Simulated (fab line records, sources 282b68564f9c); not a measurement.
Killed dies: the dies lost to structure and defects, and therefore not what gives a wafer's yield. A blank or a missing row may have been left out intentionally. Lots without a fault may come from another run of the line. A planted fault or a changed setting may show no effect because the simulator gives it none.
fab line records :: flow ritCmos
record
  lots=7
  wafers=21
  lastDay=7
route steps=202 shown GATE@79 FOX2@80
lots that met no fault: taken from a fault-free run of the same line
startH: start of the lot's first displayed wafer, in hours after the record's first day :: waitH: hours elapsed since this lot's preceding step :: " as in the row above :: L1.1+2: a single row standing in for several wafers :: - no value present, or no start provided :: * or withheld: withheld :: < > ~ a bound
route shown NAME@n: names a module that has steps shown in the file, with the first one's number in the route :: usual: mean/standard deviation of fault-free wafers :: same: alike in all rows :: chamber/n: place in a boat :: sites: readings site by site :: _std_site: standard deviation of those values :: _edge_site: outer sites' mean less inner sites' :: radiusMm: for every site, how far away it sits from the centre of the wafer :: mask NAME#n: copy n :: behind: the tool/chamber that last shaped the wafer :: hold: reason for holding the lot/hours on hold/outcome of the hold :: device: the transistor (n, p or np) that didn't switch :: end of line: at the end of the route, the tests of the same wafers :: step lacking rows: just its recipe :: killed: not the wafer's yield, but the dies lost to structure and defects at the first sort :: map: a wafer's dies, x killed, . not, _ none there
set.NAME: the setting the step ran with; set.NAME@STEP: the setting that earlier step ran with :: model.NAME: the simulator's own value behind a step, which no gauge read
certain route steps with their lots: each step a table, each wafer a row
## steps
# step RIT_GATE_CLEAN_04
# recipe
  chemistry=dHF
  dilution=50:1
  timeS=60
  dry=n2Spin
# step RIT_FOX2_THK_MEAS_91
# recipe
  reads=SiO2_of_FOX2_OXIDATION_00
# usual
  FIELD_OXIDE_LEFT_2_THK=257/5.9
lot.wafer: L953.1
tool: filmMetro-04
chamber: -
startH: 42.43
waitH: 0.0
FIELD_OXIDE_LEFT_2_THK[nm]: 260

lot.wafer: L953.3
tool: filmMetro-04
chamber: -
startH: 42.43
waitH: 0.0
FIELD_OXIDE_LEFT_2_THK[nm]: 263

lot.wafer: L953.6
tool: filmMetro-04
chamber: -
startH: 42.43
waitH: 0.0
FIELD_OXIDE_LEFT_2_THK[nm]: 262

lot.wafer: L956.2
tool: filmMetro-04
chamber: -
startH: 58.98
waitH: 0.0
FIELD_OXIDE_LEFT_2_THK[nm]: 259

lot.wafer: L956.3
tool: filmMetro-04
chamber: -
startH: 58.98
waitH: 0.0
FIELD_OXIDE_LEFT_2_THK[nm]: 264

lot.wafer: L956.5
tool: filmMetro-04
chamber: -
startH: 58.98
waitH: 0.0
FIELD_OXIDE_LEFT_2_THK[nm]: 255

lot.wafer: L957.1
tool: filmMetro-01
chamber: -
startH: 64.34
waitH: 0.0
FIELD_OXIDE_LEFT_2_THK[nm]: 243

lot.wafer: L957.2
tool: filmMetro-01
chamber: -
startH: 64.34
waitH: 0.0
FIELD_OXIDE_LEFT_2_THK[nm]: 243

lot.wafer: L957.4
tool: filmMetro-01
chamber: -
startH: 64.34
waitH: 0.0
FIELD_OXIDE_LEFT_2_THK[nm]: 236

lot.wafer: L958.1
tool: filmMetro-04
chamber: -
startH: 67.16
waitH: 0.0
FIELD_OXIDE_LEFT_2_THK[nm]: 255

lot.wafer: L958.5
tool: filmMetro-04
chamber: -
startH: 67.16
waitH: 0.0
FIELD_OXIDE_LEFT_2_THK[nm]: 254

lot.wafer: L958.6
tool: filmMetro-04
chamber: -
startH: 67.16
waitH: 0.0
FIELD_OXIDE_LEFT_2_THK[nm]: 254

lot.wafer: L968.1
tool: filmMetro-02
chamber: -
startH: 120.63
waitH: 0.0
FIELD_OXIDE_LEFT_2_THK[nm]: 254

lot.wafer: L968.3
tool: filmMetro-02
chamber: -
startH: 120.63
waitH: 0.0
FIELD_OXIDE_LEFT_2_THK[nm]: 260

lot.wafer: L968.4
tool: filmMetro-02
chamber: -
startH: 120.63
waitH: 0.0
FIELD_OXIDE_LEFT_2_THK[nm]: 251

lot.wafer: L970.4
tool: filmMetro-04
chamber: -
startH: 126.60
waitH: 0.0
FIELD_OXIDE_LEFT_2_THK[nm]: 250

lot.wafer: L970.5
tool: filmMetro-04
chamber: -
startH: 126.60
waitH: 0.0
FIELD_OXIDE_LEFT_2_THK[nm]: 252

lot.wafer: L970.6
tool: filmMetro-04
chamber: -
startH: 126.60
waitH: 0.0
FIELD_OXIDE_LEFT_2_THK[nm]: 253

lot.wafer: L971.4
tool: filmMetro-01
chamber: -
startH: 134.81
waitH: 0.0
FIELD_OXIDE_LEFT_2_THK[nm]: 260

lot.wafer: L971.5
tool: filmMetro-01
chamber: -
startH: 134.81
waitH: 0.0
FIELD_OXIDE_LEFT_2_THK[nm]: 263

lot.wafer: L971.6
tool: filmMetro-01
chamber: -
startH: 134.81
waitH: 0.0
FIELD_OXIDE_LEFT_2_THK[nm]: 264
# step RIT_GATE_OXIDATION_05
# recipe
  tempC=900
  ambient=O2
  targetThkA=30
  oxTimeS=270
# step RIT_GATE_ANNEAL_06
# recipe
  tempC=900
  timeS=600
  ambient=N2O
# step RIT_GATE_THK_MEAS_07
# recipe
  reads=SiO2_of_GATE_OXIDATION_05
# usual
  GATE_OXIDE_THK=3.03/0.06
lot.wafer: L953.1
tool: filmMetro-02
chamber: -
startH: 43.82
waitH: 0.0
GATE_OXIDE_THK[nm]: 3.08

lot.wafer: L953.3
tool: filmMetro-02
chamber: -
startH: 43.82
waitH: 0.0
GATE_OXIDE_THK[nm]: 3.00

lot.wafer: L953.6
tool: filmMetro-02
chamber: -
startH: 43.82
waitH: 0.0
GATE_OXIDE_THK[nm]: 2.98

lot.wafer: L956.2
tool: filmMetro-02
chamber: -
startH: 63.04
waitH: 0.0
GATE_OXIDE_THK[nm]: 3.08

lot.wafer: L956.3
tool: filmMetro-02
chamber: -
startH: 63.04
waitH: 0.0
GATE_OXIDE_THK[nm]: 3.11

lot.wafer: L956.5
tool: filmMetro-02
chamber: -
startH: 63.04
waitH: 0.0
GATE_OXIDE_THK[nm]: 3.09

lot.wafer: L957.1
tool: filmMetro-04
chamber: -
startH: 65.73
waitH: 0.0
GATE_OXIDE_THK[nm]: 3.01

lot.wafer: L957.2
tool: filmMetro-04
chamber: -
startH: 65.73
waitH: 0.0
GATE_OXIDE_THK[nm]: 3.05

lot.wafer: L957.4
tool: filmMetro-04
chamber: -
startH: 65.73
waitH: 0.0
GATE_OXIDE_THK[nm]: 3.01

lot.wafer: L958.1
tool: filmMetro-01
chamber: -
startH: 71.01
waitH: 0.0
GATE_OXIDE_THK[nm]: 2.97

lot.wafer: L958.5
tool: filmMetro-01
chamber: -
startH: 71.01
waitH: 0.0
GATE_OXIDE_THK[nm]: 2.98

lot.wafer: L958.6
tool: filmMetro-01
chamber: -
startH: 71.01
waitH: 0.0
GATE_OXIDE_THK[nm]: 2.98

lot.wafer: L968.1
tool: filmMetro-01
chamber: -
startH: 124.01
waitH: 0.0
GATE_OXIDE_THK[nm]: 3.04

lot.wafer: L968.3
tool: filmMetro-01
chamber: -
startH: 124.01
waitH: 0.0
GATE_OXIDE_THK[nm]: 3.03

lot.wafer: L968.4
tool: filmMetro-01
chamber: -
startH: 124.01
waitH: 0.0
GATE_OXIDE_THK[nm]: 3.04

lot.wafer: L970.4
tool: filmMetro-02
chamber: -
startH: 131.04
waitH: 0.0
GATE_OXIDE_THK[nm]: 2.98

lot.wafer: L970.5
tool: filmMetro-02
chamber: -
startH: 131.04
waitH: 0.0
GATE_OXIDE_THK[nm]: 3.01

lot.wafer: L970.6
tool: filmMetro-02
chamber: -
startH: 131.04
waitH: 0.0
GATE_OXIDE_THK[nm]: 3.08

lot.wafer: L971.4
tool: filmMetro-04
chamber: -
startH: 138.12
waitH: 0.0
GATE_OXIDE_THK[nm]: 3.02

lot.wafer: L971.5
tool: filmMetro-04
chamber: -
startH: 138.12
waitH: 0.0
GATE_OXIDE_THK[nm]: 3.03

lot.wafer: L971.6
tool: filmMetro-04
chamber: -
startH: 138.12
waitH: 0.0
GATE_OXIDE_THK[nm]: 2.97
# step RIT_GATE_CVD_08
# recipe
  material=poly-Si
  targetThkNm=250
  tempC=610
  precursor=SiH4
  timeS=2220
  pressureMtorr=300
  sih4FlowSccm=100
# step RIT_GATE_THK_MEAS_09
# recipe
  reads=poly-Si_of_GATE_CVD_08
# usual
  GATE_POLY_THK=250.0/2.4
lot.wafer: L953.1
tool: filmMetro-01
chamber: -
startH: 45.49
waitH: 0.0
GATE_POLY_THK[nm]: 250.4

lot.wafer: L953.3
tool: filmMetro-01
chamber: -
startH: 45.49
waitH: 0.0
GATE_POLY_THK[nm]: 249.8

lot.wafer: L953.6
tool: filmMetro-01
chamber: -
startH: 45.49
waitH: 0.0
GATE_POLY_THK[nm]: 249.8

lot.wafer: L956.2
tool: filmMetro-04
chamber: -
startH: 64.72
waitH: 0.0
GATE_POLY_THK[nm]: 250.1

lot.wafer: L956.3
tool: filmMetro-04
chamber: -
startH: 64.72
waitH: 0.0
GATE_POLY_THK[nm]: 248.7

lot.wafer: L956.5
tool: filmMetro-04
chamber: -
startH: 64.72
waitH: 0.0
GATE_POLY_THK[nm]: 250.7

lot.wafer: L957.1
tool: filmMetro-02
chamber: -
startH: 67.40
waitH: 0.0
GATE_POLY_THK[nm]: 249.6

lot.wafer: L957.2
tool: filmMetro-02
chamber: -
startH: 67.40
waitH: 0.0
GATE_POLY_THK[nm]: 249.3

lot.wafer: L957.4
tool: filmMetro-02
chamber: -
startH: 67.40
waitH: 0.0
GATE_POLY_THK[nm]: 248.3

lot.wafer: L958.1
tool: filmMetro-04
chamber: -
startH: 72.68
waitH: 0.0
GATE_POLY_THK[nm]: 248.1

lot.wafer: L958.5
tool: filmMetro-04
chamber: -
startH: 72.68
waitH: 0.0
GATE_POLY_THK[nm]: 250.7

lot.wafer: L958.6
tool: filmMetro-04
chamber: -
startH: 72.68
waitH: 0.0
GATE_POLY_THK[nm]: 249.6

lot.wafer: L968.1
tool: filmMetro-02
chamber: -
startH: 125.68
waitH: 0.0
GATE_POLY_THK[nm]: 248.6

lot.wafer: L968.3
tool: filmMetro-02
chamber: -
startH: 125.68
waitH: 0.0
GATE_POLY_THK[nm]: 248.3

lot.wafer: L968.4
tool: filmMetro-02
chamber: -
startH: 125.68
waitH: 0.0
GATE_POLY_THK[nm]: 248.5

lot.wafer: L970.4
tool: filmMetro-01
chamber: -
startH: 132.71
waitH: 0.0
GATE_POLY_THK[nm]: 249.1

lot.wafer: L970.5
tool: filmMetro-01
chamber: -
startH: 132.71
waitH: 0.0
GATE_POLY_THK[nm]: 249.8

lot.wafer: L970.6
tool: filmMetro-01
chamber: -
startH: 132.71
waitH: 0.0
GATE_POLY_THK[nm]: 249.7

lot.wafer: L971.4
tool: filmMetro-02
chamber: -
startH: 140.97
waitH: 0.0
GATE_POLY_THK[nm]: 252.9

lot.wafer: L971.5
tool: filmMetro-02
chamber: -
startH: 140.97
waitH: 0.0
GATE_POLY_THK[nm]: 252.8

lot.wafer: L971.6
tool: filmMetro-02
chamber: -
startH: 140.97
waitH: 0.0
GATE_POLY_THK[nm]: 253.0
# step RIT_GATE_HMDS_10
# recipe
  primeTimeS=60
  primeTempC=140
# step RIT_GATE_COAT_11
# recipe
  resist=NOVOLAK
  spinRpm=4250
  resistThkNm=850
# step RIT_GATE_SOFTBAKE_12
# recipe
  resist=NOVOLAK
  tempC=90
  timeS=60
# step RIT_GATE_EXPOSE_13
# recipe
  maskId=M6
  na=0.6
  sourceShape=conventional
  sigmaOuter=0.6
  targetCdNm=150
  doseMj=380
# step RIT_GATE_PEB_14
# recipe
  resist=NOVOLAK
  tempC=withheld
  timeS=withheld
# step RIT_GATE_DEVELOP_15
# recipe
  resist=NOVOLAK
  developTimeS=50
  devTempC=23
# usual
  chillPlateTempC=22.99/0.11
  developTimeS=50/0
lot.wafer: L953.1
tool: lithoTrack-01
chamber: 0
startH: 46
waitH: -
chillPlateTempC: 23.09
developTimeS: 50

lot.wafer: L953.3
tool: lithoTrack-01
chamber: 0
startH: 46
waitH: -
chillPlateTempC: 23.02
developTimeS: 50

lot.wafer: L953.6
tool: lithoTrack-01
chamber: 0
startH: 46
waitH: -
chillPlateTempC: 23.15
developTimeS: 50

lot.wafer: L956.2
tool: lithoTrack-03
chamber: -
startH: 65
waitH: -
chillPlateTempC: -
developTimeS: -

lot.wafer: L956.3
tool: lithoTrack-03
chamber: -
startH: 65
waitH: -
chillPlateTempC: -
developTimeS: -

lot.wafer: L956.5
tool: lithoTrack-03
chamber: -
startH: 65
waitH: -
chillPlateTempC: -
developTimeS: -

lot.wafer: L957.1
tool: lithoTrack-03
chamber: -
startH: 68
waitH: -
chillPlateTempC: -
developTimeS: -

lot.wafer: L957.2
tool: lithoTrack-03
chamber: -
startH: 68
waitH: -
chillPlateTempC: -
developTimeS: -

lot.wafer: L957.4
tool: lithoTrack-03
chamber: -
startH: 68
waitH: -
chillPlateTempC: -
developTimeS: -

lot.wafer: L958.1
tool: lithoTrack-03
chamber: -
startH: 73
waitH: -
chillPlateTempC: -
developTimeS: -

lot.wafer: L958.5
tool: lithoTrack-03
chamber: -
startH: 73
waitH: -
chillPlateTempC: -
developTimeS: -

lot.wafer: L958.6
tool: lithoTrack-03
chamber: -
startH: 73
waitH: -
chillPlateTempC: -
developTimeS: -

lot.wafer: L968.1
tool: lithoTrack-03
chamber: 0
startH: 126
waitH: -
chillPlateTempC: 23.05
developTimeS: 50

lot.wafer: L968.3
tool: lithoTrack-03
chamber: 0
startH: 126
waitH: -
chillPlateTempC: 22.93
developTimeS: 50

lot.wafer: L968.4
tool: lithoTrack-03
chamber: 0
startH: 126
waitH: -
chillPlateTempC: 22.99
developTimeS: 50

lot.wafer: L970.4
tool: lithoTrack-01
chamber: 0
startH: 133
waitH: -
chillPlateTempC: 23.03
developTimeS: 50

lot.wafer: L970.5
tool: lithoTrack-01
chamber: 0
startH: 133
waitH: -
chillPlateTempC: 23.04
developTimeS: 50

lot.wafer: L970.6
tool: lithoTrack-01
chamber: 0
startH: 133
waitH: -
chillPlateTempC: 22.84
developTimeS: 50

lot.wafer: L971.4
tool: lithoTrack-03
chamber: 0
startH: 141
waitH: -
chillPlateTempC: 23.05
developTimeS: 50

lot.wafer: L971.5
tool: lithoTrack-03
chamber: 0
startH: 141
waitH: -
chillPlateTempC: 23.09
developTimeS: 50

lot.wafer: L971.6
tool: lithoTrack-03
chamber: 0
startH: 141
waitH: -
chillPlateTempC: 23.08
developTimeS: 50
# step RIT_GATE_CD_MEAS_16
# recipe
  targetCdNm=150
# usual
  cdNm=149.1/2.4
lot.wafer: L953.1
tool: cdSem-01
chamber: -
startH: 46.40
waitH: -
cdNm: 151.4

lot.wafer: L953.3
tool: cdSem-01
chamber: -
startH: 46.40
waitH: -
cdNm: 151.4

lot.wafer: L953.6
tool: cdSem-01
chamber: -
startH: 46.40
waitH: -
cdNm: 151.3

lot.wafer: L956.2
tool: cdSem-01
chamber: -
startH: 65.74
waitH: -
cdNm: -

lot.wafer: L956.3
tool: cdSem-01
chamber: -
startH: 65.74
waitH: -
cdNm: -

lot.wafer: L956.5
tool: cdSem-01
chamber: -
startH: 65.74
waitH: -
cdNm: -

lot.wafer: L957.1
tool: cdSem-01
chamber: -
startH: 68.31
waitH: -
cdNm: -

lot.wafer: L957.2
tool: cdSem-01
chamber: -
startH: 68.31
waitH: -
cdNm: -

lot.wafer: L957.4
tool: cdSem-01
chamber: -
startH: 68.31
waitH: -
cdNm: -

lot.wafer: L958.1
tool: cdSem-02
chamber: -
startH: 73.62
waitH: -
cdNm: -

lot.wafer: L958.5
tool: cdSem-02
chamber: -
startH: 73.62
waitH: -
cdNm: -

lot.wafer: L958.6
tool: cdSem-02
chamber: -
startH: 73.62
waitH: -
cdNm: -

lot.wafer: L968.1
tool: cdSem-02
chamber: -
startH: 126.72
waitH: -
cdNm: 147.1

lot.wafer: L968.3
tool: cdSem-02
chamber: -
startH: 126.72
waitH: -
cdNm: 147.1

lot.wafer: L968.4
tool: cdSem-02
chamber: -
startH: 126.72
waitH: -
cdNm: 146.9

lot.wafer: L970.4
tool: cdSem-01
chamber: -
startH: 133.90
waitH: -
cdNm: 148.8

lot.wafer: L970.5
tool: cdSem-01
chamber: -
startH: 133.90
waitH: -
cdNm: 148.5

lot.wafer: L970.6
tool: cdSem-01
chamber: -
startH: 133.90
waitH: -
cdNm: 149.1

lot.wafer: L971.4
tool: cdSem-01
chamber: -
startH: 142.03
waitH: -
cdNm: 147.7

lot.wafer: L971.5
tool: cdSem-01
chamber: -
startH: 142.03
waitH: -
cdNm: 148.5

lot.wafer: L971.6
tool: cdSem-01
chamber: -
startH: 142.03
waitH: -
cdNm: 147.1
## key
firstSign
  step=RIT_GATE_DEVELOP_15
  reading=toolRecord
  direction=missing
effect none on later readings
metAt RIT_GATE_DEVELOP_15
struckWafers L956.2,L956.3,L956.5,L957.1,L957.2,L957.4,L958.1,L958.5,L958.6
laterRowsLeftOut L956.2,L956.3,L956.5,L957.1,L957.2,L957.4,L958.1,L958.5,L958.6
sortLeftOut L956.2,L956.3,L956.5,L957.1,L957.2,L957.4,L958.1,L958.5,L958.6
testerLeftOut L956,L957,L958
loopTrim
  step=RIT_GATE_EXPOSE_13
  setting=dose
  lots=L956,L957,L958
fault
  kind=skippedStepWhole
  tool=lithoTrack-03
  chamber=-
  onsetH=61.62
  steps=RIT_GATE_DEVELOP_15
  scope=struckLotsOnly
# testerLeftOut: of these lots the tester's yield and bins aren't shown, on N5 and GAA mostly nor the transistor test; their killed dies are dies lost to structure and defects alone, not to doping, threshold or leakage, so they don't give the yield
# sortLeftOut: the simulated sort isn't trusted on such a fault, so these wafers' sort isn't shown, and their yield isn't known
# laterRowsLeftOut: the simulator's readings of these wafers behind a module that went badly wrong aren't trusted and aren't shown, but for the sort
# loopTrim: a control loop set the setting to another value than it would have without faults
